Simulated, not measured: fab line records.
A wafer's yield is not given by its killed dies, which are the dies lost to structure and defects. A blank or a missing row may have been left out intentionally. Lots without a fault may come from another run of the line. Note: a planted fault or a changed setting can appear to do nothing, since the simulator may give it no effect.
Split-lot study    flow ritCmos    on a route of 202 steps: 5 lots, 23 wafers read

SPLIT DETAILS
At RIT_PSD_SOFTBAKE_02 (time 60 s), the setting tempC was moved away from the recipe's 90 C on 8 of the 23 wafers read, by -3.5% to +4.1%. This setting was run at the recipe's value on the other wafers.

FROM THE SPLIT TO THE READING: what the file shows between them, 2 steps
- RIT_PSD_EXPOSE_03: exposes mask M10, target cd 40900 nm
- RIT_PSD_PEB_04

THE READING
NOVOLAK_of_PSD_COAT_01.thkNm (the simulator's own value, which no gauge read), in nm, at RIT_PSD_DEVELOP_05 (develop time 47.92 s). There is no usual value for it anywhere in the file. Average 1001.6 nm, standard deviation 3 nm, over the 15 wafers here run with the recipe.

wafer   tool, chamber at the split  tempC as run, C  against the recipe  NOVOLAK_of_PSD_COAT_01.thkNm, nm  against lot-mates on the recipe
L075.1  lithoTrack-04, 0            86.85            -3.5%               1015                              +10.0
L075.2  lithoTrack-04, 0            86.85            -3.5%               1011                              +6.0
L075.3  lithoTrack-04, 0            86.85            -3.5%               1014                              +9.0
L075.5  lithoTrack-04, 0            90               recipe              1006                              -
L075.6  lithoTrack-04, 0            90               recipe              1004                              -
L076.1  lithoTrack-03, 0            93.73            +4.1%               996.3                             -9.7
L076.2  lithoTrack-03, 0            90               recipe              1005                              -
L076.3  lithoTrack-03, 0            93.73            +4.1%               998.4                             -7.6
L076.4  lithoTrack-03, 0            93.73            +4.1%               999.6                             -6.4
L076.6  lithoTrack-03, 0            90               recipe              1007                              -
L077.1  lithoTrack-03, 0            90               recipe              998.9                             -
L077.2  lithoTrack-03, 0            90               recipe              1001                              -
L077.3  lithoTrack-03, 0            90               recipe              1001                              -
L077.4  lithoTrack-03, 0            90               recipe              1004                              -
L077.6  lithoTrack-03, 0            90               recipe              999.8                             -
L078.1  lithoTrack-04, 0            90               recipe              1002                              -
L078.2  lithoTrack-04, 0            93.46            +3.8%               994.7                             -6.3
L078.3  lithoTrack-04, 0            93.46            +3.8%               989.3                             -11.7
L078.4  lithoTrack-04, 0            90               recipe              1001                              -
L078.5  lithoTrack-04, 0            90               recipe              1000                              -
L080.1  lithoTrack-03, 0            90               recipe              998.2                             -
L080.3  lithoTrack-03, 0            90               recipe              1001                              -
L080.6  lithoTrack-03, 0            90               recipe              995.5                             -

FIT RESULTS
A straight line over all 23 wafers: NOVOLAK_of_PSD_COAT_01.thkNm changes by -2.14 nm for each +1% of tempC; r = -0.81; the points scatter about the line by 3.6 nm.
The same after taking each lot's own level away (the mean of its wafers on the recipe; 23 wafers): -2.18 nm for each +1%; r = -0.94; scatter 1.8 nm.
On that fit, the largest move of tempC shifts the reading by 9 nm.
The lots' own levels span 998.23 to 1006.00 nm, that is 2.6 times the standard deviation above.
So the lot-to-lot level changes the slope little: the two slopes agree.
Check: for one of the wafers moved furthest among these (+4.1%), held out of the fit, the line's prediction against its lot-mates is -8.67 nm. Against them it came out at -9.7 nm.

THE OTHER SPLITS THESE WAFERS WENT THROUGH
Other splits were also applied to these wafers ahead of the reading. Each is held against what the fit with the lots' levels taken away leaves over:
other split on the same wafers      wafers away from the commonest value  r with NOVOLAK_of_PSD_COAT_01.thkNm (lot level and that fit taken away)
RIT_ACTIVE_CVD_03 timeS             18                                    -0.18
RIT_ACTIVE_HARDBAKE_12 tempC        10                                    -0.25
RIT_NWELL_IMPLANT_08 doseCm2        5                                     -0.01
RIT_PWELL_IMPLANT_08 energyKev      9                                     -0.03
RIT_PRETRO_COAT_01 resistThkNm      9                                     +0.05
RIT_PRETRO_DEVELOP_05 developTimeS  8                                     +0.27
RIT_GATE_OXIDATION_05 tempC         5                                     -0.15
RIT_GATE_SOFTBAKE_12 tempC          10                                    +0.03
RIT_NLDD_COAT_01 spinRpm            6                                     +0.01

FILE'S OWN FIT
NOVOLAK_of_PSD_COAT_01.thkNm changes by -2.21 nm for each +1% of tempC, r = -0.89.
